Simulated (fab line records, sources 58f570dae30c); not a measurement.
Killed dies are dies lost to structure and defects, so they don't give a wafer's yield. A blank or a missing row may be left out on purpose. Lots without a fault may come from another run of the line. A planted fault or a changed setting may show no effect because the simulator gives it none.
Chamber matching | flow berkeley_cmos170 | UCB170_M3_ETCH_17 on rie_diel-03: 4 sister chambers
The step etches BARC in N2/H2. 14 wafers are shown with their chamber, then 7 later ones without.

WAFERS WITH THEIR CHAMBER
wafer  | chamber | throttle_valve_pct (%) | drypump_motor_current_A (A) | oes_product_au (a.u.)
L777.1 | 0       | 12.91                  | 5.9                         | 0.980
L777.2 | 1       | 13.48                  | 5.4                         | 0.970
L777.5 | 0       | 12.91                  | 5.9                         | 0.988
L781.3 | 2       | 13.61                  | 6.1                         | 1.001
L781.5 | 0       | 12.91                  | 5.9                         | 0.974
L781.6 | 1       | 13.50                  | 5.3                         | 0.982
L783.1 | 3       | 13.47                  | 5.7                         | 1.037
L783.3 | 1       | 13.50                  | 5.4                         | 0.988
L783.5 | 3       | 13.47                  | 5.7                         | 1.027
L786.3 | 0       | 12.92                  | 5.9                         | 0.981
L786.4 | 2       | 13.61                  | 6.1                         | 0.995
L786.6 | 0       | 12.92                  | 5.9                         | 0.984
L789.1 | 0       | 12.93                  | 5.9                         | 0.976
L789.4 | 2       | 13.61                  | 6.1                         | 0.977

SIGNATURES (means of the wafers above)
reading                 | chamber 0 | chamber 1 | chamber 2 | chamber 3 | scatter within a chamber
throttle_valve_pct      | 12.9167   | 13.4933   | 13.6100   | 13.4700   | 0.00775
drypump_motor_current_A | 5.900     | 5.367     | 6.100     | 5.700     | 0.0258
oes_product_au          | 0.98050   | 0.98000   | 0.99100   | 1.03200   | 0.00813
Rule: a wafer's distance from a chamber is the root of the sum, over the readings, of the square of ((its reading less the chamber's mean) divided by the reading's scatter). The wafer belongs to the nearest chamber; if the next one is less than 2 further off, it can't be placed. The scatter: the root of (the sum of the squares of (reading less its chamber's mean) over the shown wafers, divided by (wafers less chambers)).

WAFERS WITHOUT THEIR CHAMBER
wafer  | throttle_valve_pct (%) | drypump_motor_current_A (A) | oes_product_au (a.u.)
L789.5 | 13.48                  | 5.7                         | 1.012
L790.2 | 12.92                  | 5.9                         | 0.987
L790.3 | 13.49                  | 5.7                         | 1.026
L790.5 | 13.48                  | 5.4                         | 0.988
L798.2 | 13.47                  | 5.8                         | 1.012
L798.5 | 13.61                  | 6.1                         | 0.985
L798.6 | 13.48                  | 5.7                         | 1.009

WHICH CHAMBER EACH WENT THROUGH
wafer  | from the rows above | in truth
L789.5 | 3                   | 3
L790.2 | 0                   | 0
L790.3 | 3                   | 3
L790.5 | 1                   | 1
L798.2 | 3                   | 3
L798.5 | 2                   | 2
L798.6 | 3                   | 3
Placed correctly: 7 of 7. Can't be placed from these rows: 0. Placed wrongly: 0.
